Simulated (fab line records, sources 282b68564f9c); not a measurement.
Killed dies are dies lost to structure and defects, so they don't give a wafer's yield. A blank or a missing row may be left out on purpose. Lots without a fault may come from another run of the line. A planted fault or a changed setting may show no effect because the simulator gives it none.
Which tool did it? | flow rit_cmos | 7 lots, 21 wafers sampled, at 2 steps of a route of 202

WHAT THE GAUGES READ, wafer by wafer
RIT_ACTIVE_THK_MEAS_02.
lot  | measured    | on            | ACTIVE_OXIDE_THK (nm)
L277 | day 1 22:03 | film_metro-02 | 47.3 46.0 47.4
L279 | day 2 08:05 | film_metro-02 | 49.2 48.5 49.2
L281 | day 2 18:03 | film_metro-04 | 46.6 46.8 47.7
L285 | day 3 14:03 | film_metro-04 | 47.6 48.2 47.6
L292 | day 5 01:13 | film_metro-03 | 74.3 74.0 73.5
L295 | day 5 16:03 | film_metro-04 | 48.4 48.6 48.8
L298 | day 6 07:04 | film_metro-02 | 48.9 49.1 48.9

WHICH TOOL RAN EACH LOT (tool, then ch and the chambers of the sampled wafers, then the start)
lot  | RIT_ACTIVE_OXIDATION_01
L277 | furnace-03 ch 0, day 1 20:07
L279 | furnace-03 ch 0, day 2 06:07
L281 | furnace-04 ch 0, day 2 16:07
L285 | furnace-03 ch 0, day 3 12:07
L292 | furnace-02 ch 0, day 4 23:16
L295 | furnace-03 ch 0, day 5 14:07
L298 | furnace-04 ch 0, day 6 05:07
- RIT_ACTIVE_OXIDATION_01: target thk 46.8 nm, ox time 3360 s.

THE ANSWER, worked out from the rows above alone
Rule: what is usual is taken from the lots themselves. Put in order of their means at a reading, lots are off if they are a third of the lots or fewer, leave a main group of 4 or more, and stand apart from it by a gap of 3 or more times the standard deviation of the main group's means; of several such gaps the widest counts. A main group whose means are all the same, to the digits that the tables above print for the reading, isn't used. A lot without any number at a reading at which 4 lots or more have one is off too. The other lots that the step has rows for count as sound.
Off: L292, at RIT_ACTIVE_THK_MEAS_02 (ACTIVE_OXIDE_THK). The main group: mean 48.0 nm, standard deviation 0.86.
A tool fits if, at a process step before that reading, it ran every lot that is off, and no sound lot after the first of them. The gauges at RIT_ACTIVE_THK_MEAS_02 are tried like those tools. Can't be told from this: 2 tools fit, furnace-02 at RIT_ACTIVE_OXIDATION_01, film_metro-03 at RIT_ACTIVE_THK_MEAS_02.

WHAT THE SIMULATOR HAD PUT IN
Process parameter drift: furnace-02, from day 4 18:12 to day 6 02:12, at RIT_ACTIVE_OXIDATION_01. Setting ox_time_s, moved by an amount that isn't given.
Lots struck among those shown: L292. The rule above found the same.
